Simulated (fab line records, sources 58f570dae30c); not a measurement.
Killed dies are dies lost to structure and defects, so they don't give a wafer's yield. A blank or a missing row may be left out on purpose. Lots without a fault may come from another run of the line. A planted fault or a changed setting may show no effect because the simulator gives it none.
Split-lot experiment | flow berkeley_cmos170 | 5 lots, 23 wafers read, on a route of 331 steps

THE SPLIT
At UCB170_ACTIVE_OXIDATION_02 (target thk 26.4 nm, ox time 1260 s), the setting temp_c was moved away from the recipe's 1000 C on 20 of the 23 wafers read, by -1.7% to +2.3%. The other wafers ran this setting at the recipe's value.

The file shows no step between the split and the reading.

THE READING
ACTIVE_OXIDE_THK, in nm, at UCB170_ACTIVE_THK_MEAS_03. Fault-free wafers of this fab line usually give 26.1 nm, standard deviation 0.5 nm.

wafer  | tool, chamber at the split | temp_c as run, C | against the recipe | ACTIVE_OXIDE_THK, nm | against lot-mates on the recipe
L075.1 | -, -                       | 1021             | +2.1%              | 31.6                 | no lot-mate on the recipe
L075.2 | -, -                       | 1021             | +2.1%              | 31.4                 | no lot-mate on the recipe
L075.3 | -, -                       | 1021             | +2.1%              | 31.3                 | no lot-mate on the recipe
L075.5 | -, -                       | 1021             | +2.1%              | 31.3                 | no lot-mate on the recipe
L075.6 | -, -                       | 1021             | +2.1%              | 31.4                 | no lot-mate on the recipe
L076.1 | -, -                       | 986.9            | -1.3%              | 22.4                 | no lot-mate on the recipe
L076.2 | -, -                       | 986.9            | -1.3%              | 21.5                 | no lot-mate on the recipe
L076.3 | -, -                       | 986.9            | -1.3%              | 22.5                 | no lot-mate on the recipe
L076.4 | -, -                       | 986.9            | -1.3%              | 22.0                 | no lot-mate on the recipe
L076.5 | -, -                       | 986.9            | -1.3%              | 22.0                 | no lot-mate on the recipe
L080.1 | furnace-04, 0              | 1000             | recipe             | 26.9                 | -
L080.3 | furnace-04, 0              | 1000             | recipe             | 26.3                 | -
L080.5 | furnace-04, 0              | 1000             | recipe             | 26.7                 | -
L081.2 | -, -                       | 1023             | +2.3%              | 32.3                 | no lot-mate on the recipe
L081.3 | -, -                       | 1023             | +2.3%              | 31.7                 | no lot-mate on the recipe
L081.4 | -, -                       | 1023             | +2.3%              | 31.7                 | no lot-mate on the recipe
L081.5 | -, -                       | 1023             | +2.3%              | 31.4                 | no lot-mate on the recipe
L081.6 | -, -                       | 1023             | +2.3%              | 31.6                 | no lot-mate on the recipe
L082.1 | -, -                       | 982.6            | -1.7%              | 22.0                 | no lot-mate on the recipe
L082.2 | -, -                       | 982.6            | -1.7%              | 22.1                 | no lot-mate on the recipe
L082.3 | -, -                       | 982.6            | -1.7%              | 22.1                 | no lot-mate on the recipe
L082.4 | -, -                       | 982.6            | -1.7%              | 22.0                 | no lot-mate on the recipe
L082.5 | -, -                       | 982.6            | -1.7%              | 22.2                 | no lot-mate on the recipe

THE FIT
A straight line over all 23 wafers: ACTIVE_OXIDE_THK changes by +2.52 nm for each +1% of temp_c; r = +0.99; the points scatter about the line by 0.51 nm.
Too few moved wafers have a lot-mate on the recipe to fit a line with each lot's own level taken away.

THE WHOLE CHAIN: every reading that the file lists as answering this split, in the file's order
step                       | what it does                       | reading                                                                             | change (the file's fit)              | r (the file's)
UCB170_ACTIVE_OXIDATION_02 | target thk 26.4 nm, ox time 1260 s | SiO2_of_ACTIVE_OXIDATION_02.thk_nm (the simulator's own value, which no gauge read) | +2.53 nm for each +1% of the setting | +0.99
UCB170_ACTIVE_THK_MEAS_03  |                                    | ACTIVE_OXIDE_THK                                                                    | +2.53 for each +1% of the setting    | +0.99
UCB170_FIELD_CLEAN_00      | cleans in dHF, time 7.5 s          | SiO2_of_ACTIVE_OXIDATION_02.thk_nm (the simulator's own value, which no gauge read) | +2.56 nm for each +1% of the setting | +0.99

THE FILE'S OWN FIT
ACTIVE_OXIDE_THK changes by +2.53 nm for each +1% of temp_c, r = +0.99.
